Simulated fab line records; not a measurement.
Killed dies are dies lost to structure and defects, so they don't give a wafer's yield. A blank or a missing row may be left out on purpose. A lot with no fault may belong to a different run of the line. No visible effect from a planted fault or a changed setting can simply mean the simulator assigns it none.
Split-lot study | flow berkeley_cmos170 | on a route of 331 steps: 5 lots, 23 wafers read

== ABOUT THE SPLIT ==
At UCB170_PWELL_COAT_08 (resist thk 900 nm), the setting spin_rpm was moved away from the recipe's 1500 rpm on 6 of the 23 wafers read, by +6.3% to +6.4%. The other wafers ran this setting at the recipe's value.

The file shows no step between the split and the reading.

== THE READING ==
KrF_of_PWELL_COAT_08.thk_nm (the simulator's own value, which no gauge read), in nm, at UCB170_PWELL_ETCH_14 (etches Si3N4 in CH3F/Ar/O2, stops on SiO2, target depth 242 nm, time 151 s). The file gives no usual value for it. Here, 17 wafers ran the recipe; their average is 727.5 nm with a standard deviation of 5 nm.

wafer  | tool, chamber at the split | spin_rpm as run, rpm | against the recipe | KrF_of_PWELL_COAT_08.thk_nm, nm | against lot-mates on the recipe
L075.1 | litho_track-02, 0          | 1500                 | recipe             | 720.1                           | -
L075.2 | litho_track-02, 0          | 1595                 | +6.3%              | 698.9                           | -20.4
L075.3 | litho_track-02, 0          | 1500                 | recipe             | 718.4                           | -
L075.5 | litho_track-02, 0          | 1595                 | +6.3%              | 691.4                           | -27.9
L075.6 | litho_track-02, 0          | 1595                 | +6.3%              | 700.3                           | -19.0
L076.1 | litho_track-03, 0          | 1596                 | +6.4%              | 696.7                           | -27.8
L076.2 | litho_track-03, 0          | 1500                 | recipe             | 722.2                           | -
L076.3 | litho_track-03, 0          | 1500                 | recipe             | 726.9                           | -
L076.4 | litho_track-03, 0          | 1596                 | +6.4%              | 693.3                           | -31.2
L076.5 | litho_track-03, 0          | 1596                 | +6.4%              | 702.5                           | -22.0
L080.1 | litho_track-02, 0          | 1500                 | recipe             | 726.1                           | -
L080.3 | litho_track-02, 0          | 1500                 | recipe             | 725.9                           | -
L080.5 | litho_track-02, 0          | 1500                 | recipe             | 727.6                           | -
L081.2 | litho_track-03, 0          | 1500                 | recipe             | 733.6                           | -
L081.3 | litho_track-03, 0          | 1500                 | recipe             | 736.8                           | -
L081.4 | litho_track-03, 0          | 1500                 | recipe             | 729.4                           | -
L081.5 | litho_track-03, 0          | 1500                 | recipe             | 735.1                           | -
L081.6 | litho_track-03, 0          | 1500                 | recipe             | 732.5                           | -
L082.1 | litho_track-02, 0          | 1500                 | recipe             | 722.7                           | -
L082.2 | litho_track-02, 0          | 1500                 | recipe             | 727.9                           | -
L082.3 | litho_track-02, 0          | 1500                 | recipe             | 725.9                           | -
L082.4 | litho_track-02, 0          | 1500                 | recipe             | 731.5                           | -
L082.5 | litho_track-02, 0          | 1500                 | recipe             | 724.5                           | -

THE FIT
A straight line over all 23 wafers: KrF_of_PWELL_COAT_08.thk_nm changes by -4.76 nm for each +1% of spin_rpm; r = -0.94; the points scatter about the line by 5 nm.
The same after taking each lot's own level away (the mean of its wafers on the recipe; 23 wafers): -3.88 nm for each +1%; r = -0.96; scatter 3.2 nm.
On that fit, the largest move of spin_rpm shifts the reading by 25 nm.
Measured against the standard deviation above, the lots' own levels, which go from 719.25 to 733.48 nm, span 2.8 times it.
So the lot-to-lot level changes the slope: the two fits differ.
Check: with one of the wafers moved furthest among these (+6.4%) left out of the fit, the line predicts -24.3 nm for it against its lot-mates. It came out at -27.8 nm against them.

== THE OTHER SPLITS THESE WAFERS WENT THROUGH ==
Before the reading, these wafers also passed through other splits. Each is held against what the fit with the lots' levels taken away leaves over:
other split on the same wafers     | wafers away from the commonest value | r with KrF_of_PWELL_COAT_08.thk_nm (lot level and that fit taken away)
UCB170_NWELL_CVD_04 pressure_mtorr | 18                                   | +0.06

== THE WHOLE CHAIN: every reading that the file lists as answering this split, in the file's order ==
step                  | what it does                                                               | reading                                                                      | change (the file's fit)              | r (the file's)
UCB170_PWELL_COAT_08  | resist thk 900 nm                                                          | KrF_of_PWELL_COAT_08.thk_nm (the simulator's own value, which no gauge read) | -4.1 nm for each +1% of the setting  | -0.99
UCB170_PWELL_ETCH_14  | etches Si3N4 in CH3F/Ar/O2, stops on SiO2, target depth 242 nm, time 151 s | KrF_of_PWELL_COAT_08.thk_nm (the simulator's own value, which no gauge read) | -3.88 nm for each +1% of the setting | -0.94
UCB170_PWELL_STRIP_16 | strips in O2                                                               | strip_time_to_endpoint_s                                                     | withheld for each +1% of the setting | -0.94

== THE FILE'S OWN FIT ==
KrF_of_PWELL_COAT_08.thk_nm changes by -3.88 nm for each +1% of spin_rpm, r = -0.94.
